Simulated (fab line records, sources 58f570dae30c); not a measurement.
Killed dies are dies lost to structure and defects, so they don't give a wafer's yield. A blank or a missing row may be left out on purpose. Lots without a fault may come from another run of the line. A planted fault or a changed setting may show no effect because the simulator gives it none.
Which tool did it? | flow berkeley_cmos170 | 14 lots, 42 wafers sampled, at 2 steps of a route of 331

WHAT THE GAUGES READ, wafer by wafer
UCB170_V2_BOW_MEAS_03. Usual: V2_BOW 36 um, standard deviation 7.2.
lot  | measured     | on            | V2_BOW (um)    | flag
L616 | day 9 20:05  | film_metro-04 | 24 29 23       |
L619 | day 9 22:31  | film_metro-04 | 40 41 38       |
L618 | day 9 22:37  | film_metro-01 | 30 37 35       |
L621 | day 10 07:15 | film_metro-03 | 43 38 39       |
L623 | day 10 19:50 | film_metro-01 | 48 33 40       |
L622 | day 10 21:01 | film_metro-01 | 32 35 26       |
L624 | day 11 06:40 | film_metro-03 | 39 34 27       |
L625 | day 11 09:33 | film_metro-01 | 31 26 40       |
L629 | day 11 11:28 | film_metro-01 | 57 50 54 - - - |
L627 | day 11 13:07 | film_metro-04 | 51 49 54 - - - |
L630 | day 12 13:14 | film_metro-04 | 48 57 35       |
L636 | day 13 12:36 | film_metro-03 | 33 30 25       |
L635 | day 13 14:34 | film_metro-03 | 36 29 17       |
L637 | day 14 05:59 | film_metro-01 | 33 42 24       |

WHICH TOOL RAN EACH LOT (tool, then ch and the chambers of the sampled wafers, then the start)
lot  | UCB170_V2_CMP_02
L616 | cmp-02 ch 0,1,2, day 9 19:56
L619 | cmp-01 ch 0,1,3, day 9 22:12
L618 | cmp-02 ch 1,2, day 9 22:19
L621 | cmp-02 ch 1,2,3, day 10 07:05
L623 | cmp-02 ch 1,2,3, day 10 19:34
L622 | cmp-01 ch 0,1,2, day 10 20:43
L624 | cmp-02 ch 0,3, day 11 06:19
L625 | cmp-02 ch 0,1,3, day 11 09:24
L629 | cmp-01 ch 0,1, day 11 11:13
L627 | cmp-01 ch 1,2, day 11 12:48
L630 | cmp-02 ch 1,2,3, day 12 12:59
L636 | cmp-01 ch 1,2, day 13 12:14
L635 | cmp-02 ch 0,1,3, day 13 14:16
L637 | cmp-01 ch 0,2,3, day 14 05:46
- UCB170_V2_CMP_02: polishes SiO2.

WHAT THE TOOLS THEMSELVES READ (means of the sampled wafers that have a number; where no wafer has one, the mark that the record gives instead)
UCB170_V2_CMP_02. Usual: edge_zone_pressure_frac 0.999, standard deviation 0.0049; head_pressure_psi 6.000 psi, standard deviation 0.013; motor_current_A 15.4 A, standard deviation 1.6.
lot  | tool   | edge_zone_pressure_frac | head_pressure_psi (psi) | motor_current_A (A) | flag
L616 | cmp-02 | 1.003                   | 5.991                   | 15.7                |
L619 | cmp-01 | 1.000                   | 6.000                   | 14.8                |
L618 | cmp-02 | 1.000                   | 6.001                   | 14.3                |
L621 | cmp-02 | 0.999                   | 6.008                   | 15.1                |
L623 | cmp-02 | 1.003                   | 5.999                   | 14.7                |
L622 | cmp-01 | 0.999                   | 6.000                   | 15.6                |
L624 | cmp-02 | 0.997                   | 6.006                   | 16.0                |
L625 | cmp-02 | 0.998                   | 5.995                   | 15.3                |
L629 | cmp-01 | -                       | -                       | -                   | OFF
L627 | cmp-01 | -                       | -                       | -                   | OFF
L630 | cmp-02 | 1.003                   | 5.997                   | 14.8                |
L636 | cmp-01 | 0.997                   | 5.997                   | 17.0                |
L635 | cmp-02 | 1.001                   | 5.997                   | 16.1                |
L637 | cmp-01 | 0.999                   | 6.000                   | 14.8                |

THE ANSWER, worked out from the rows above alone
Rule: a lot is off if the mean of its wafers that have a number lies more than 3 standard deviations from the usual mean. A lot without any number at a reading at which 4 lots or more have one is off too. The other lots that the step has rows for count as sound. The gauges are gone through in route order, then the tools' own readings, and for those a lot's mean is taken as printed above. The first step at which some lot is off is used, and at that step the reading that is off furthest; a lot without a number counts as furthest.
Off: L629, L627, at UCB170_V2_CMP_02 (edge_zone_pressure_frac). Without a number there: L629, L627.
A tool fits if, at that step or a process step before it, it ran every lot that is off, and no sound lot after the first of them. None of those tried fits.

WHAT THE SIMULATOR HAD PUT IN
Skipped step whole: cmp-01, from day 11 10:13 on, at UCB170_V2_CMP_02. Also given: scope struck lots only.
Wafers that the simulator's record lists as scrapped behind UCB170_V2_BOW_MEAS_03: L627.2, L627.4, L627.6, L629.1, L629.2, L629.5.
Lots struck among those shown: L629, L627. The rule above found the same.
